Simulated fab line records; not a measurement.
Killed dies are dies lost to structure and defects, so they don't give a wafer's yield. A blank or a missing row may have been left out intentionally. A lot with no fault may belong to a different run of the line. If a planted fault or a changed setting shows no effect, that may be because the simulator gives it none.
A lot that was struck, set against a sound lot | flow rit-cmos | 15 out of 202 route steps
Sound: wafers L174.1, L174.2, L174.4. Struck: wafers L160.1, L160.2, L160.6. The cause is named last.
Each step with rows lists, per side, the tool, then ch with its chambers, then its first start. Under that, the readings that differ: sound wafers | struck wafers | difference of the means | sigmas: that difference in standard deviations of wafers without a fault.
alike: words and numbers the same on both sides, and readings whose means are apart by under 2 such deviations; not compared: readings that were withheld, readings missing a value for some wafer, numbers with overlapping values and no deviation given by the record, and bounds like >300 which may hide the same value.
A row with sigmas, a row that says differs or no value, or rows on one side alone: a step with any of these is where the two part. Non-overlapping numbers with no deviation appear without sigmas and do not part them. A reading that every wafer of one side lacks parts them only if that side has two wafers or more.

first, 2 steps without rows for these wafers: RIT_SPACER_CLEAN_02 (cleans in SC2, time 600 s); RIT_SPACER_CVD_03 (deposits Si3N4 from SiH2Cl2/NH3, target thk 250 nm, time 3300 s).
RIT_SPACER_THK_MEAS_04:
  sound on film-metro-02, day 7 01:27; struck on film-metro-03, day 3 23:53
  alike: SPACER_NITRIDE_THK
RIT_SPACER_ETCHBACK_05: etches Si3N4 in SF6/CHF3, stops on SiO2, target depth 250 nm, time 240 s.
  sound on rie-diel-02 ch 0,1,2, day 7 01:31; struck on rie-diel-01 ch 1,2,3, day 3 23:56
  alike: SF6_flow_sccm, drypump-motor-current-A, oes-product-au, rf-fwd-power-W, throttle-valve-pct
  not compared: rf-hours-counter-h
then, 6 steps without rows for these wafers: RIT_NSD_HMDS_00 (prime time 60 s); RIT_NSD_COAT_01 (resist thk 1000 nm); RIT_NSD_SOFTBAKE_02 (time 60 s); RIT_NSD_EXPOSE_03 (exposes mask M9, target cd 40700 nm); RIT_NSD_PEB_04; RIT_NSD_DEVELOP_05 (develop time 50 s).
RIT_NSD_OVL_MEAS_06:
  sound on overlay-01, day 7 02:38; struck on overlay-02, day 4 00:56
  alike: NSD_OVL
then, 1 step without rows for these wafers: RIT_NSD_HARDBAKE_07 (time 60 s).
RIT_NSD_IMPLANT_08:
  sound on implanter-02 ch 0, day 7 02:50; struck on implanter-03 ch 0, day 4 01:07
  reading                   | sound                | struck               | difference | sigmas
  beam-energy-keV           | 25.006 24.998 25.000 | 24.070 24.059 24.069 | -0.935     | -99 or more
  model.implant.drp-nm (nm) | 14.84 14.84 14.84    | 14.5 14.5 14.5       | -0.3       |
RIT_NSD_STRIP_09: strips in O2, time 180 s.
  sound on plasma-asher-02 ch 0,1, day 7 02:59; struck on plasma-asher-02 ch 0,1, day 4 01:16
  alike: drypump-motor-current-A
  not compared: rf-hours-counter-h
RIT_M1_PROBE_99:
  sound wafers here have rows in the record (prober-02, day 7 12:34); struck ones have none

WHERE THEY PART
Last at RIT_M1_PROBE_99 as far as this record goes, first at RIT_NSD_IMPLANT_08.

WHY: the cause the simulator had injected
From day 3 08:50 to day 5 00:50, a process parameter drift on implanter-03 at RIT_NSD_IMPLANT_08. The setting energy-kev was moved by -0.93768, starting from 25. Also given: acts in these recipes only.
